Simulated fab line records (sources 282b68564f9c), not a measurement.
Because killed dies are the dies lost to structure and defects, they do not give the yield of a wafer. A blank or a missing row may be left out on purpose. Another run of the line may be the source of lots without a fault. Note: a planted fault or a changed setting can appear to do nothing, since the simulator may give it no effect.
Struck lot and sound lot, side by side	flow rit cmos	18 steps out of a route of 202
Sound: wafers L409.3, L409.4, L409.5. Wafers struck: L419.2, L419.3, L419.6. Last of all comes the cause.
Order at every step that has rows: each side's tool, ch and its chambers, its first start. Under that, the readings that differ: sound wafers	struck wafers	difference of the means	sigmas: that difference in standard deviations of wafers without a fault.
alike: words and numbers the same on both sides, and readings whose means are apart by under 2 such deviations; not compared: readings that were withheld, readings missing a value for some wafer, numbers with overlapping values and no deviation given by the record, and bounds like >300 which may hide the same value.
A row with sigmas, a row that says differs or no value, or rows on one side alone: a step with any of these is where the two part. Numbers that have no deviation but don't overlap get no sigmas and don't part them. A reading missing from all wafers of one side parts the sides only when that side holds two or more wafers.

first, 2 steps without rows for these wafers: RIT_ACTIVE_CLEAN_17 (cleans in SC2, time 600 s); RIT_FOX1_OXIDATION_00 (target thk 350.7 nm, ox time 1130 s).
RIT_FOX1_THK_MEAS_01:
  sound on film metro-02, day 3 20:51; struck on film metro-03, day 6 04:47
  alike: FOX1_OXIDE_THK
then, 2 steps without rows for these wafers: RIT_FOX1_WET_ETCH_02 (etches SiO2 in BOE, target depth 350 nm, time 390 s); RIT_FOX2_OXIDATION_00 (target thk 350.7 nm, ox time 1130 s).
RIT_FOX2_THK_MEAS_01:
  sound on film metro-04, day 3 22:20; struck on film metro-03, day 6 06:17
  alike: FOX2_OXIDE_THK
then, 2 steps without rows for these wafers: RIT_FOX2_CLEAN_02 (cleans in dHF, time 180 s); RIT_FOX2_WET_ETCH_03 (etches Si3N4 in H3PO4, target depth 195 nm, time 2700 s).
RIT_FOX2_THK_MEAS_90:
  sound on film metro-03, day 3 23:13; struck on film metro-04, day 6 07:10
  alike: FIELD_OXIDE_LEFT_1_THK
then, 3 steps without rows for these wafers: RIT_NWELL_HMDS_00 (prime time 60 s); RIT_NWELL_COAT_01 (resist thk 1300 nm); RIT_NWELL_SOFTBAKE_02 (time 60 s).
RIT_NWELL_EXPOSE_03: exposes mask M2, target cd 43900 nm.
  sound on iline stepper-02 ch 0, day 3 23:52; struck on iline stepper-01 ch 0, day 6 07:44
reading	sound	struck	difference	sigmas
model.NWELL.overlay x nm (nm)	1.311 1.311 1.311	-181.3 -181.3 -181.3	-182.6	
  alike: mask
then, 2 steps without rows for these wafers: RIT_NWELL_PEB_04; RIT_NWELL_DEVELOP_05 (develop time 68 s).
RIT_NWELL_OVL_MEAS_06:
  sound on overlay-01, day 4 00:17; struck on overlay-02, day 6 08:09
reading	sound	struck	difference	sigmas
NWELL_OVL (nm)	-1.2 -1.7 -0.1	-180.7 -181.9 -182.3	-180.6	-99 or more
then, 1 step without rows for these wafers: RIT_NWELL_HARDBAKE_07 (time 120 s).
RIT_M1_PROBE_99:
  sound on prober-02, day 5 15:37; struck on prober-02, day 7 23:41
reading	sound	struck	difference	sigmas
model.etest.well edge right.line ohm um	181.9 184 182.1	194.3 194 189.5	+9.9	
model.etest.well edge left.line ohm um	181.2 181.8 183.1	174.3 174.4 175.5	-7.3	
  alike: killed at contacts, killed at front end, killed dies, killed open, killed short

WHERE THEY PART
Only at RIT_NWELL_OVL_MEAS_06, as far as this record shows. Later steps at which nothing parts them and some readings are alike: RIT_M1_PROBE_99.

WHY: whatever the simulator had introduced
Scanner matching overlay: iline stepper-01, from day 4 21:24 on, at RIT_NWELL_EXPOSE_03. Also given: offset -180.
